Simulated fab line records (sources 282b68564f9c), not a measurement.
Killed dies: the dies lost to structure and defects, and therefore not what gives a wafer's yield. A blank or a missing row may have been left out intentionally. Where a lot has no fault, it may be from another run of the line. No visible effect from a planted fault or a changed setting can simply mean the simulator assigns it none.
A lot that was struck, set against a sound lot    flow rit-cmos    27 out of 202 route steps
Sound: the wafers L980.3, L980.5, L980.6. Struck: wafer L986.2. The cause is given at the end.
For every step that has rows: the tool of each side, followed by ch and its chambers, followed by its first start. Under that, the readings that differ: sound wafers    struck wafers    difference of the means    sigmas: that difference in standard deviations of wafers without a fault.
alike: readings whose means differ by less than 2 such deviations, and words and numbers that are the same on both sides. not compared: withheld readings, readings that some wafer has no value for, bounds like >300 that may hide the same value, and numbers for which the record gives no deviation and whose values overlap.
A row with sigmas, a row that says differs or no value, or rows on one side alone: a step with any of these is where the two part. Numbers that have no deviation but don't overlap get no sigmas and don't part them. A reading that every wafer of one side lacks parts them only if that side has two wafers or more.

first, 4 steps without rows for these wafers: RIT_CONTACT_SOFTBAKE_04 (time 60 s); RIT_CONTACT_EXPOSE_05 (exposes mask M11, target cd 1000 nm); RIT_CONTACT_PEB_06; RIT_CONTACT_DEVELOP_07 (develop time 120 s).
RIT_CONTACT_CD_MEAS_08: the cd target is 1000 nm.
  sound on cd-sem-02, day 5 13:05; struck on cd-sem-02, day 6 18:10
  alike: cd-nm
RIT_CONTACT_OVL_MEAS_09:
  sound on overlay-01, day 5 13:10; struck on overlay-01, day 6 18:16
  alike: CONTACT_OVL
then, 1 step without rows for these wafers: RIT_CONTACT_HARDBAKE_10 (time 60 s).
RIT_CONTACT_ETCH_11: etches SiO2 in CHF3/CF4/Ar, stops on TiSi2, target depth 480 nm, time 320 s.
  sound on rie-diel-01 ch 2,3, day 5 13:30; struck on rie-diel-01 ch 1, day 6 18:27
  alike: CHF3_flow_sccm, drypump-motor-current-A, oes-product-au, throttle-valve-pct
  not compared: rf-hours-counter-h
RIT_CONTACT_STRIP_12: strips in O2, time 180 s.
  sound on plasma-asher-02 ch 0,1, day 5 13:45; struck on plasma-asher-02 ch 1, day 6 18:38
reading                 sound  struck  difference                    sigmas
rf-hours-counter-h (h)  - - -  36      no value on the sound wafers  
  alike: drypump-motor-current-A
RIT_CONTACT_CD_MEAS_90: the cd target is 1000 nm.
  sound on cd-sem-02, day 5 13:55; struck on cd-sem-02, day 6 18:50
  alike: cd-nm
then, 2 steps without rows for these wafers: RIT_CONTACT_CLEAN_13 (cleans in SC1, time 600 s); RIT_CONTACT_CLEAN_14 (cleans in SC2, time 600 s).
RIT_M1_SPUTTER_00: material Al, target thk 400 nm, time 500 s.
  sound on pvd-sputter-02, day 5 14:20; struck on pvd-sputter-01, day 6 19:17
reading                                sound            struck  difference  sigmas
model.Al_of_M1_SPUTTER_00.thk-nm (nm)  404 404.6 405.2  359.8   -44.8       
  alike: throttle-valve-pct
RIT_M1_RS_MEAS_01: measures by four-point-probe.
  sound on film-metro-04, day 5 14:41; struck on film-metro-03, day 6 19:54
reading            sound                 struck  difference  sigmas
M1_AL_RS (ohm/sq)  0.0727 0.0725 0.0724  0.0819  +0.0094     +12
RIT_M1_THK_MEAS_02: measures by xrf.
  sound on film-metro-04, day 5 14:47; struck on film-metro-03, day 6 20:01
reading         sound        struck  difference  sigmas
M1_AL_THK (nm)  401 401 403  358     -44         -9
then, 6 steps without rows for these wafers: RIT_M1_HMDS_03 (prime time 60 s); RIT_M1_COAT_04 (resist thk 1300 nm); RIT_M1_SOFTBAKE_05 (time 60 s); RIT_M1_EXPOSE_06 (exposes mask M12, target cd 2600 nm); RIT_M1_PEB_07; RIT_M1_DEVELOP_08 (develop time 68 s).
RIT_M1_CD_MEAS_09: the cd target is 2600 nm.
  sound on cd-sem-02, day 5 15:44; struck on cd-sem-01, day 6 20:58
  alike: cd-nm
RIT_M1_OVL_MEAS_10:
  sound on overlay-01, day 5 15:50; struck on overlay-02, day 6 21:04
  alike: M1_OVL
then, 1 step without rows for these wafers: RIT_M1_HARDBAKE_11 (time 120 s).
RIT_M1_METAL_ETCH_12: etches Al in Cl2/BCl3, stops on SiO2, time 165 s, target depth 600 nm.
  sound on rie-metal-02 ch 0,1, day 5 16:10; struck on rie-metal-02 ch 0, day 6 21:20
reading                 sound              struck  difference                    sigmas
oes-product-au (a.u.)   0.779 0.777 0.769  0.718   -0.057                        -4
rf-hours-counter-h (h)  - - -              5       no value on the sound wafers  
  alike: bcl3-flow-sccm, drypump-motor-current-A, throttle-valve-pct
then, 1 step without rows for these wafers: RIT_M1_STRIP_13 (strips in nmp, time 600 s).
RIT_M1_PROBE_99:
  sound on prober-01, day 5 18:27; struck on prober-01, day 6 23:39
reading                   sound                  struck   difference  sigmas
model.etest.m1.rs-ohm-sq  0.0719 0.07128 0.0714  0.08046  +0.00893    
  alike: killed-at-contacts, killed-at-front-end, killed-dies, killed-open, killed-short

WHERE THEY PART
Last at RIT_M1_METAL_ETCH_12 as far as this record goes, first at RIT_CONTACT_STRIP_12. Later steps at which nothing parts them and some readings are alike: RIT_M1_PROBE_99.

WHY: the cause the simulator had injected
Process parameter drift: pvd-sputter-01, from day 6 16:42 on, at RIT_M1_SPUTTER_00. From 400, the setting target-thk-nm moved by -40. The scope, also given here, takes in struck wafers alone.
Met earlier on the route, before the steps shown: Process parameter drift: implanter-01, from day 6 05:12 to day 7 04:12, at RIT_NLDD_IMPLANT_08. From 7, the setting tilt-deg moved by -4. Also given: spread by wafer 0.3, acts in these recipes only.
